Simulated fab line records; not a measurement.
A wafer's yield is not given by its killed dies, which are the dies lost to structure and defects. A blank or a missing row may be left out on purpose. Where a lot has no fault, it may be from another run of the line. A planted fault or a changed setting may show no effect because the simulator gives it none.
fab line records | flow rit-cmos
record lots=6 wafers=18 last-day=7
route steps=202 shown GATE@83 M1@202
lots that met no fault: taken from a fault-free run of the same line
start-h: the number of hours between the record's first day and the start of the first shown wafer of the lot | wait-h: how many hours have passed since the lot's step before this one | " the same as in the row above | L1.1+2: a row that stands for several wafers | - no value, or no start was given | * or withheld: withheld | < > ~ a bound
route shown NAME@n: a module of which the file shows steps, and the number in the route of the first | usual: mean/standard deviation taken from wafers without a fault | same: alike in all rows | chamber/n: place in a boat | sites: readings site by site | _std_site: standard deviation across them | _edge_site: the outer-site mean with the inner-site mean subtracted | radius-mm: how far each site lies from the wafer's centre | mask NAME#n: copy n | behind: the most recent tool/chamber to have shaped the wafer | hold: the reason the lot was held/the length of the hold in hours/how it ended | device: which transistor (n, p or np) failed to switch | end of line: tests of these same wafers at the route's end | for a step that has no rows: nothing shown but its recipe | killed: dies that structure and defects cost at the first sort, which is not the same as the wafer's yield | map: per-die view of a wafer (x killed, . not killed, _ where there is no die)
set.NAME: the run value of the setting; set.NAME@STEP: its run value at that earlier step | model.NAME: the simulator's own value behind a step, which no gauge read
lots at some steps of the route; a table a step, a row a wafer
services: the hour from which a tool's chamber was out of use, counted from the record's first day as start-h (under 0 if before that day), plus the number of hours and why
## steps
# step RIT_GATE_THK_MEAS_07
# recipe reads=SiO2_of_GATE_OXIDATION_05
# usual GATE_OXIDE_THK=3.01/0.067
# columns lot.wafer tool chamber start-h wait-h GATE_OXIDE_THK[nm]
L822.1 film-metro-04 - 54.67 0.0 2.93
L822.4 " - " " 2.95
L822.5 " - " " 2.91
L823.1 film-metro-04 - 59.48 0.0 3.05
L823.2 " - " " 3.07
L823.5 " - " " 3.04
L831.1 film-metro-04 - 101.26 0.0 3.12
L831.2 " - " " 3.20
L831.5 " - " " 3.23
L833.1 film-metro-01 - 108.38 0.0 2.99
L833.4 " - " " 2.98
L833.5 " - " " 2.99
L834.3 film-metro-01 - 112.86 0.0 2.99
L834.4 " - " " 2.95
L834.6 " - " " 2.90
L838.1 film-metro-01 - 133.32 0.0 3.00
L838.2 " - " " 2.95
L838.4 " - " " 2.95
# step RIT_GATE_CVD_08
# recipe material=poly-Si target-thk-nm=250 temp-c=610 precursor=SiH4 time-s=2220 pressure-mtorr=300 sih4-flow-sccm=100
# step RIT_GATE_THK_MEAS_09
# recipe reads=poly-Si_of_GATE_CVD_08
# usual GATE_POLY_THK=250.0/2.9
# columns lot.wafer tool chamber start-h wait-h GATE_POLY_THK[nm]
L822.1 film-metro-01 - 57.70 0.0 253.1
L822.4 " - " " 251.3
L822.5 " - " " 253.1
L823.1 film-metro-04 - 61.97 0.0 252.2
L823.2 " - " " 251.0
L823.5 " - " " 253.1
L831.1 film-metro-04 - 103.74 0.0 246.1
L831.2 " - " " 247.6
L831.5 " - " " 244.2
L833.1 film-metro-01 - 110.06 0.0 246.9
L833.4 " - " " 245.9
L833.5 " - " " 247.1
L834.3 film-metro-01 - 115.17 0.0 250.5
L834.4 " - " " 248.4
L834.6 " - " " 250.1
L838.1 film-metro-01 - 135.15 0.0 251.2
L838.2 " - " " 252.2
L838.4 " - " " 253.1
# step RIT_GATE_HMDS_10
# recipe prime-time-s=60 prime-temp-c=140
# step RIT_GATE_COAT_11
# recipe resist=NOVOLAK spin-rpm=4250 resist-thk-nm=857.1
# step RIT_GATE_SOFTBAKE_12
# recipe resist=NOVOLAK temp-c=90 time-s=60
# step RIT_GATE_EXPOSE_13
# recipe mask-id=M6 na=0.6 source-shape=conventional sigma-outer=0.6 target-cd-nm=150 dose-mj=380
# step RIT_GATE_PEB_14
# recipe resist=NOVOLAK temp-c=withheld time-s=withheld
# step RIT_GATE_DEVELOP_15
# recipe resist=NOVOLAK develop-time-s=50 dev-temp-c=23
# step RIT_GATE_CD_MEAS_16
# recipe target-cd-nm=150
# usual cd-nm=148.7/2.7
# columns lot.wafer tool chamber start-h wait-h cd-nm
L822.1 cd-sem-01 - 58.65 - 149.5
L822.4 " - " " 152.8
L822.5 " - " " 151.3
L823.1 cd-sem-02 - 62.88 - 149.3
L823.2 " - " " 149.8
L823.5 " - " " 149.1
L831.1 cd-sem-01 - 104.78 - 147.7
L831.2 " - " " 147.1
L831.5 " - " " 148.0
L833.1 cd-sem-01 - 111.05 - 148.1
L833.4 " - " " 147.6
L833.5 " - " " 146.1
L834.3 cd-sem-02 - 116.10 - 149.1
L834.4 " - " " 148.4
L834.6 " - " " 148.6
L838.1 cd-sem-02 - 136.06 - 150.8
L838.2 " - " " 150.5
L838.4 " - " " 148.4
# step RIT_GATE_OVL_MEAS_17
# usual GATE_OVL=0.2/1.5
# columns lot.wafer tool chamber start-h wait-h GATE_OVL[nm]
L822.1 overlay-02 - 58.77 0.1 -0.6
L822.4 " - " " 0.1
L822.5 " - " " 1.0
L823.1 overlay-02 - 63.00 0.1 -0.8
L823.2 " - " " 0.2
L823.5 " - " " -0.3
L831.1 overlay-01 - 104.90 0.1 0.0
L831.2 " - " " 0.9
L831.5 " - " " 1.8
L833.1 overlay-02 - 111.17 0.1 -1.2
L833.4 " - " " -1.9
L833.5 " - " " -0.6
L834.3 overlay-01 - 116.19 0.1 -0.7
L834.4 " - " " 0.1
L834.6 " - " " 0.1
L838.1 overlay-02 - 136.18 0.1 -0.6
L838.2 " - " " -1.8
L838.4 " - " " -3.2
# step RIT_GATE_HARDBAKE_18
# recipe resist=NOVOLAK temp-c=140 time-s=60
# step RIT_GATE_ETCH_19
# recipe chemistry=SF6/CHF3/O2 time-s=165 SF6_flow_sccm=30 CHF3_flow_sccm=30 O2_flow_sccm=5 target=poly-Si pressure-mtorr=40 rf-w=160 target-depth-a=3125 over-etch-frac=0.25 stop-on=SiO2
# usual drypump-motor-current-A=5.9/0.37 oes-product-au=0.845/0.015 over-etch-frac=0.25/0 throttle-valve-pct=10.37/0.11
# columns lot.wafer tool chamber start-h wait-h drypump-motor-current-A oes-product-au over-etch-frac rf-hours-counter-h throttle-valve-pct
L822.1 rie-si-02 3 59.02 0.1 5.8 0.835 0.25 77 10.28
L822.4 " 2 " " 6.4 0.837 0.25 73 10.43
L822.5 " 1 " " 6.1 0.881 0.25 - 10.28
L823.1 rie-si-01 3 63.18 0.1 5.1 0.843 0.25 49 10.41
L823.2 " 0 " " 6.1 0.859 0.25 27 10.23
L823.5 " 1 " " 5.8 0.849 0.25 - 10.47
L831.1 rie-si-01 1 105.09 0.1 5.8 0.840 0.25 52 10.47
L831.2 " 2 " " 5.8 0.838 0.25 70 10.54
L831.5 " 3 " " 5.1 0.819 0.29612 - 10.38
L833.1 rie-si-01 1 111.35 0.1 5.8 0.830 0.25 52 10.47
L833.4 " 0 " " 6.1 0.844 0.25 28 10.23
L833.5 " 3 " " 5.1 0.830 0.29612 - 10.41
L834.3 rie-si-02 3 116.43 0.1 5.8 0.825 0.25 78 10.25
L834.4 " 0 " " 5.8 0.854 0.25 1 10.33
L834.6 " 3 " " 5.8 0.828 0.25 - 10.27
L838.1 rie-si-02 2 136.57 0.1 6.5 0.831 0.25 74 10.45
L838.2 " 0 " " 5.7 0.859 0.25 1 10.32
L838.4 " 3 " " 5.8 0.835 0.25 - 10.25
# step RIT_GATE_STRIP_20
# recipe chemistry=O2 time-s=180 resist=NOVOLAK platen-temp-c=withheld power-w=500 pressure-mtorr=4000 o2-flow-sccm=4000
# usual drypump-motor-current-A=5.5/0.4
# columns lot.wafer tool chamber start-h wait-h drypump-motor-current-A rf-hours-counter-h
L822.1 plasma-asher-04 1 59.13 0.1 5.2 42
L822.4 " 0 " " 5.6 -
L822.5 " 1 " " 5.3 -
L823.1 plasma-asher-02 0 63.29 0.1 5.9 39
L823.2 " 1 " " 5.0 39
L823.5 " 1 " " 5.0 -
L831.1 plasma-asher-02 0 105.19 0.1 5.9 44
L831.2 " 1 " " 4.9 44
L831.5 " 1 " " 4.9 -
L833.1 plasma-asher-03 0 111.46 0.1 6.0 32
L833.4 " 1 " " 5.1 -
L833.5 " 1 " " 5.0 -
L834.3 plasma-asher-02 0 116.60 0.1 5.9 -
L834.4 " 1 " " 5.0 -
L834.6 " 0 " " 5.8 -
L838.1 plasma-asher-03 0 136.68 0.1 6.0 35
L838.2 " 1 " " 5.1 35
L838.4 " 0 " " 6.0 -
# step RIT_M1_PROBE_99
# usual killed-at-contacts=0.1/0.29 killed-at-front-end=6/3 killed-dies=7/3.1 killed-open=3.2/1.9 killed-short=3.3/1.9
# same gross-dies=264 killed_at_M0_to_M3=0 killed_at_M4_up=0 killed-at-back-side=0 killed-at-other=0
# columns lot.wafer tool chamber start-h wait-h killed-at-contacts killed-at-front-end killed-dies killed-open killed-short
L822.1 prober-01 - 80.35 0.1 0 8 8 3 5
L822.4 prober-01 - 80.50 0.2 1 4 5 2 3
L822.5 prober-01 - 80.55 0.2 0 8 8 4 4
L823.1 prober-02 - 84.73 0.1 0 11 11 5 6
L823.2 prober-02 - 84.78 0.1 0 6 6 4 2
L823.5 prober-02 - 84.93 0.2 0 2 2 1 1
L831.1 prober-01 - 125.66 0.1 0 5 5 1 4
L831.2 prober-01 - 125.71 0.1 0 5 5 2 3
L831.5 prober-01 - 125.86 0.2 0 6 6 3 3
L833.1 prober-01 - 133.56 0.1 0 5 5 3 2
L833.4 prober-01 - 133.71 0.2 0 2 2 1 1
L833.5 prober-01 - 133.76 0.2 0 10 10 4 6
L834.3 prober-02 - 137.31 0.2 0 4 4 4 0
L834.4 prober-02 - 137.36 0.2 0 12 12 6 6
L834.6 prober-02 - 137.46 0.2 0 5 5 0 5
L838.1 prober-02 - 157.78 0.1 0 9 9 6 3
L838.2 prober-02 - 157.83 0.1 0 8 8 3 5
L838.4 prober-02 - 157.93 0.2 0 5 5 4 1
# killed by level:class
L822.1 FOX2:geometric-particle:short=2 GATE:geometric-particle:short=2 FOX1:geometric-particle:open=1 SPACER:geometric-particle:short=1 SPACER:geometric-particle:open=1 SILICIDE:geometric-particle:open=1
L822.4 GATE:geometric-particle:short=2 GATE:geometric-particle:open=1 SILICIDE:geometric-particle:short=1 CONTACT:geometric-particle:open=1
L822.5 FOX1:geometric-particle:open=2 GATE:geometric-particle:short=2 FOX1:geometric-particle:short=1 FOX2:geometric-particle:short=1 FOX2:geometric-particle:open=1 GATE:geometric-particle:open=1
L823.1 SPACER:geometric-particle:open=3 SPACER:geometric-particle:short=3 REOX:geometric-particle:short=2 GATE:geometric-particle:open=1 GATE:geometric-particle:short=1 SILICIDE:geometric-particle:open=1
L823.2 REOX:geometric-particle:open=3 GATE:geometric-particle:short=1 GATE:geometric-particle:open=1 REOX:geometric-particle:short=1
L823.5 GATE:geometric-particle:open=1 SPACER:geometric-particle:short=1
L831.1 REOX:geometric-particle:short=2 ACTIVE:geometric-particle:open=1 FOX1:geometric-particle:short=1 FOX2:geometric-particle:short=1
L831.2 FOX1:geometric-particle:open=1 FOX2:geometric-particle:short=1 GATE:geometric-particle:short=1 GATE:geometric-particle:open=1 SPACER:geometric-particle:short=1
L831.5 FOX1:geometric-particle:short=1 FOX2:geometric-particle:open=1 GATE:geometric-particle:short=1 REOX:geometric-particle:open=1 SILICIDE:geometric-particle:short=1 SILICIDE:geometric-particle:open=1
L833.1 FOX1:geometric-particle:short=1 SPACER:geometric-particle:open=1 GATE:geometric-particle:open=1 REOX:geometric-particle:open=1 REOX:geometric-particle:short=1
L833.4 FOX1:geometric-particle:short=1 FOX1:geometric-particle:open=1
L833.5 FOX1:geometric-particle:short=3 FOX1:geometric-particle:open=2 GATE:geometric-particle:open=2 SPACER:geometric-particle:short=2 SILICIDE:geometric-particle:short=1
L834.3 GATE:geometric-particle:open=4
L834.4 FOX1:geometric-particle:short=3 SPACER:geometric-particle:short=3 FOX1:geometric-particle:open=2 SPACER:geometric-particle:open=2 GATE:geometric-particle:open=1 REOX:geometric-particle:open=1
L834.6 GATE:geometric-particle:short=3 FOX1:geometric-particle:short=1 SPACER:geometric-particle:short=1
L838.1 GATE:geometric-particle:short=3 SPACER:geometric-particle:open=2 SILICIDE:geometric-particle:open=2 GATE:geometric-particle:open=1 REOX:geometric-particle:open=1
L838.2 FOX1:geometric-particle:short=2 FOX1:geometric-particle:open=2 GATE:geometric-particle:short=2 GATE:geometric-particle:open=1 REOX:geometric-particle:short=1
L838.4 FOX1:geometric-particle:open=1 FOX2:geometric-particle:open=1 GATE:geometric-particle:short=1 GATE:geometric-particle:open=1 SILICIDE:geometric-particle:open=1
## services
# columns tool chamber start-h hours kind
rie-si-02 - 49.39 0.2 repair
plasma-asher-04 - 108.75 9.0 pm
plasma-asher-04 0 108.75 9.0 vent-cycle
plasma-asher-04 1 108.75 9.0 vent-cycle
plasma-asher-04 0 117.75 - clean
plasma-asher-04 1 117.75 - clean
rie-si-02 1 124.67 - clean
rie-si-02 1 124.67 19.3 scheduled-down
rie-si-02 1 124.67 19.3 vent-cycle
## key
first-sign step=RIT_GATE_ETCH_19 reading=over-etch-frac direction=up sigmas=99+ usual=0.25 struck=0.29612
effect none on later readings
met-at RIT_GATE_ETCH_19
struck-wafers L831.5,L833.5
tester-left-out L831,L833
onset-between 63.18 105.09
fault kind=process-parameter-drift tool=rie-si-01 chamber=3 onset-h=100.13 steps=RIT_GATE_ETCH_19 channel=over-etch-frac offset=0.04612 shape=step end-h=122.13 stated=0.25
# tester-left-out: of these lots the tester's yield and bins aren't shown, on N5 and GAA mostly nor the transistor test; their killed dies are dies lost to structure and defects alone, not to doping, threshold or leakage, so they don't give the yield
